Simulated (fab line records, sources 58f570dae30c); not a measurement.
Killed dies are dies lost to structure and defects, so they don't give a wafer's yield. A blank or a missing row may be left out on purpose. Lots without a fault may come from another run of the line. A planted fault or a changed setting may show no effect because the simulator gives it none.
A struck lot beside a sound one | flow berkeley_cmos170 | 14 steps out of a route of 331
Sound: wafers L239.1, L239.2, L239.4. Struck: wafers L233.2, L233.5, L233.6. The cause comes at the end.
At each step with rows: each side's tool, then ch and its chambers, then its first start. Under that, the readings that differ: sound wafers | struck wafers | difference of the means | sigmas: that difference in standard deviations of wafers without a fault.
alike: readings whose means differ by less than 2 such deviations, and words and numbers that are the same on both sides. not compared: withheld readings, readings that some wafer has no value for, bounds like >300 that may hide the same value, and numbers for which the record gives no deviation and whose values overlap.
The two part at a step that has a row with sigmas, a row that says differs or no value, or rows on one side only. Numbers that don't overlap but have no deviation are shown without sigmas and don't part them. A reading that every wafer of one side lacks parts them only if that side has two wafers or more.

first, 3 steps without rows for these wafers: UCB170_ACTIVE_EXPOSE_10 (exposes mask ACTIVE, target cd 1200 nm); UCB170_ACTIVE_PEB_11; UCB170_ACTIVE_DEVELOP_12 (develop time 45 s).
UCB170_ACTIVE_CD_MEAS_13: target cd 1200 nm.
  sound on cd_sem-01, day 7 22:52; struck on cd_sem-02, day 6 03:23
  alike: cd_nm
UCB170_ACTIVE_OVL_MEAS_14:
  sound on overlay-02, day 7 22:59; struck on overlay-01, day 6 03:29
  reading         | sound | struck    | difference | sigmas
  ACTIVE_OVL (nm) | 3 7 4 | -7 -11 -5 | -12        | -2
UCB170_ACTIVE_ETCH_15: etches Si3N4 in CH3F/Ar/O2, stops on SiO2, target depth 242 nm, time 151 s.
  sound on rie_diel-03 ch 0,2,3, day 7 23:02; struck on rie_diel-03 ch 0,1, day 6 03:31
  alike: CH3F_flow_sccm, drypump_motor_current_A, oes_product_au, throttle_valve_pct
  not compared: rf_hours_counter_h
UCB170_ACTIVE_STRIP_16: strips in O2.
  sound on plasma_asher-03 ch 0,1, day 7 23:08; struck on plasma_asher-02 ch 0,1, day 6 03:37
  alike: drypump_motor_current_A, oes_product_au, strip_time_to_endpoint_s
  not compared: rf_hours_counter_h
UCB170_ACTIVE_CD_MEAS_90: target cd 1200 nm.
  sound on cd_sem-02, day 7 23:14; struck on cd_sem-01, day 6 03:47
  alike: cd_nm
then, 4 steps without rows for these wafers: UCB170_ACTIVE_CLEAN_17 (cleans in SPM, time 600 s); UCB170_PFIELD_HMDS_00 (prime time 60 s); UCB170_PFIELD_COAT_01 (resist thk 900 nm); UCB170_PFIELD_SOFTBAKE_02 (time 60 s).
UCB170_PFIELD_EXPOSE_03: exposes mask PFIELD, target cd 1500 nm.
  sound on krf_scanner-02 ch 0, day 8 00:02; struck on krf_scanner-01, day 6 05:01
  no value came back on the struck wafers for exposure_dose_mJ_cm2, focus_offset_nm (nm); on the sound wafers exposure_dose_mJ_cm2 reads 29.96 29.99 30.00
  alike: mask
then, 1 step without rows for these wafers: UCB170_PFIELD_PEB_04.

WHERE THEY PART
First at UCB170_ACTIVE_OVL_MEAS_14; last, within this record, at UCB170_PFIELD_EXPOSE_03.

WHY: what the simulator had put in
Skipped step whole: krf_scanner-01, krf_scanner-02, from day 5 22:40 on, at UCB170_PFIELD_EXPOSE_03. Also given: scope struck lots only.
